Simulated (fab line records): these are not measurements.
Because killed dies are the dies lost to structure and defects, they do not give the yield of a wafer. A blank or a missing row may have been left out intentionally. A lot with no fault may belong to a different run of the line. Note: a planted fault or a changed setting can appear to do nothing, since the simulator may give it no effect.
The tool behind it: which one?	flow ritCmos	Sampling: 14 lots, 42 wafers, 2 of 202 route steps

WHAT THE GAUGES READ, wafer by wafer
RIT_PWELL_OVL_MEAS_06. Usual: PWELL_OVL typically reads -0.4 nm, with standard deviation 1.8.
lot	measured	on	PWELL_OVL (nm)	flag
L528	day 2 07:16	overlay-02	-0.1 0.3 1.2	
L529	day 2 08:34	overlay-01	-2.2 -2.0 -1.7	
L530	day 2 13:21	overlay-02	3.0 1.7 2.8	
L531	day 2 21:27	overlay-02	0.9 1.3 -1.6	
L532	day 2 23:26	overlay-02	1.6 -0.3 0.7	
L533	day 3 04:10	overlay-02	1.1 2.3 2.6	
L534	day 3 08:44	overlay-02	2.8 1.1 2.0	
L535	day 3 14:05	overlay-02	-0.2 0.9 -1.0	
L536	day 4 00:08	overlay-01	420.9 422.4 421.8	OFF
L537	day 4 01:22	overlay-02	-2.0 -1.7 -1.7	
L540	day 4 15:46	overlay-01	-3.3 -3.7 -2.7	
L541	day 4 20:44	overlay-01	420.7 421.5 421.1	OFF
L547	day 6 02:02	overlay-01	-3.3 -4.7 -2.0	
L548	day 6 08:26	overlay-01	-1.8 -3.1 -1.3	

TOOL THAT RAN EACH LOT (tool first, then ch and the chambers of the sampled wafers, then the start)
lot	RIT_PWELL_EXPOSE_03
L528	ilineStepper-01 ch 0, day 2 06:52
L529	ilineStepper-02 ch 0, day 2 08:09
L530	ilineStepper-01 ch 0, day 2 12:45
L531	ilineStepper-01 ch 0, day 2 20:50
L532	ilineStepper-01 ch 0, day 2 23:02
L533	ilineStepper-01 ch 0, day 3 03:32
L534	ilineStepper-01 ch 0, day 3 08:17
L535	ilineStepper-01 ch 0, day 3 13:40
L536	ilineStepper-01 ch 0, day 3 23:35
L537	ilineStepper-02 ch 0, day 4 00:56
L540	ilineStepper-02 ch 0, day 4 15:20
L541	ilineStepper-01 ch 0, day 4 20:13
L547	ilineStepper-02 ch 0, day 6 01:37
L548	ilineStepper-02 ch 0, day 6 08:01
- RIT_PWELL_EXPOSE_03: exposes mask M3, target cd 43700 nm.

AS READ BY THE TOOLS THEMSELVES (means over the sampled wafers that have a number; for cases with no such wafer, the mark the record gives instead)
The record holds no such reading with a usual standard deviation.

THE ANSWER, worked out from the rows above alone
Rule: a lot counts as off when the mean over its wafers that have a number is more than 3 standard deviations away from the usual mean. A lot without any number at a reading at which 4 lots or more have one is off too. Any other lot the step has rows for is counted as sound. The gauges are gone through in route order, then the tools' own readings, and for those a lot's mean is taken as printed above. The first step at which some lot is off is used, and at that step the reading that is off furthest; a lot without a number counts as furthest.
Off: at RIT_PWELL_OVL_MEAS_06 (PWELL_OVL), L536, L541.
A tool fits if, at a process step before that reading, it ran every lot that is off, and no sound lot after the first of them. The gauges at RIT_PWELL_OVL_MEAS_06 are tried like those tools. One candidate fits, namely ilineStepper-01 at RIT_PWELL_EXPOSE_03. Its last sound lot is L535 (day 3 13:40), its first lot that is off L536 (day 3 23:35): a fault that began between those two fits.

WHAT THE SIMULATOR HAD INSERTED
Scanner matching overlay: ilineStepper-01, from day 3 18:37 on, at RIT_PWELL_EXPOSE_03. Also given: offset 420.
Lots struck among those shown: L536, L541. This agrees with what the rule above found.
